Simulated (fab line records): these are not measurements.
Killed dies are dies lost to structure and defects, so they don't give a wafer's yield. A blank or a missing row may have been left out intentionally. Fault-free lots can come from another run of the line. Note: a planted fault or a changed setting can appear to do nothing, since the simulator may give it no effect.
Which tool was responsible? / flow berkeley-cmos170 / 21 wafers from 7 lots sampled at 3 of the route's 331 steps

## WHAT THE GAUGES SHOWED, per wafer
UCB170_M3_CD_MEAS_90: the cd target is 700 nm.
lot=L243; measured=day 8 10:43; on=cd-sem-02; cd-nm (nm)=700.5 702.8 704.7
lot=L241; measured=day 8 12:31; on=cd-sem-01; cd-nm (nm)=700.0 698.1 695.8
lot=L245; measured=day 9 15:43; on=cd-sem-02; cd-nm (nm)=703.3 700.5 700.8
lot=L249; measured=day 9 22:11; on=cd-sem-01; cd-nm (nm)=702.3 701.3 703.3
lot=L250; measured=day 10 15:02; on=cd-sem-02; cd-nm (nm)=- - -
lot=L254; measured=day 11 02:59; on=cd-sem-01; cd-nm (nm)=700.3 701.8 699.7
lot=L261; measured=day 12 13:04; on=cd-sem-01; cd-nm (nm)=701.3 699.4 699.6

## EACH LOT AND THE TOOL THAT RAN IT (in order: tool; ch and the chambers of the sampled wafers; start)
lot=L243; UCB170_M2_ETCH_17=rie-diel-04 ch 1,2, day 8 05:17; UCB170_M3_PEB_13=litho-track-03 ch 0, day 8 09:58
lot=L241; UCB170_M2_ETCH_17=rie-diel-02 ch 0,1,3, day 8 06:18; UCB170_M3_PEB_13=litho-track-03 ch 0, day 8 11:46
lot=L245; UCB170_M2_ETCH_17=rie-diel-04 ch 0,1,3, day 9 08:58; UCB170_M3_PEB_13=litho-track-03 ch 0, day 9 14:46
lot=L249; UCB170_M2_ETCH_17=rie-diel-03 ch 0,1, day 9 16:26; UCB170_M3_PEB_13=litho-track-02 ch 0, day 9 21:11
lot=L250; UCB170_M2_ETCH_17=rie-diel-04 ch 1,2,3, day 10 09:07; UCB170_M3_PEB_13=litho-track-02, day 10 14:17
lot=L254; UCB170_M2_ETCH_17=rie-diel-03 ch 2,3, day 10 21:40; UCB170_M3_PEB_13=litho-track-01 ch 0, day 11 02:14
lot=L261; UCB170_M2_ETCH_17=rie-diel-02 ch 0,1,2, day 12 06:56; UCB170_M3_PEB_13=litho-track-03 ch 0, day 12 12:18
- UCB170_M2_ETCH_17: etches BARC in N2/H2.
- UCB170_M3_PEB_13

## THE ANSWER, worked out from the rows above alone
Rule: the usual values come from the lots themselves. The widest of any qualifying gaps counts: lots, ordered by their means at a reading, are off when they make up no more than a third of the lots, leave a main group of 4 or more, and stand apart from it by 3 or more times the standard deviation of that group's means. Not used: any main group whose means are identical at the precision the tables above print for the reading. Also off: a lot with no number at a reading for which 4 or more lots have one. Any other lot the step has rows for is counted as sound.
Off: L250, at UCB170_M3_CD_MEAS_90 (cd-nm). Without a number there: L250. Mean 700.9 nm and standard deviation 1.6 in the main group.
If a tool, at a process step before that reading, ran all the lots that are off and no sound lot after the first of them, it fits. The gauges at UCB170_M3_CD_MEAS_90 are tried like those tools. Can't be told from this: 3 tools fit, rie-diel-04 at UCB170_M2_ETCH_17, litho-track-02 at UCB170_M3_PEB_13, cd-sem-02 at UCB170_M3_CD_MEAS_90.

## WHAT THE SIMULATOR PUT IN
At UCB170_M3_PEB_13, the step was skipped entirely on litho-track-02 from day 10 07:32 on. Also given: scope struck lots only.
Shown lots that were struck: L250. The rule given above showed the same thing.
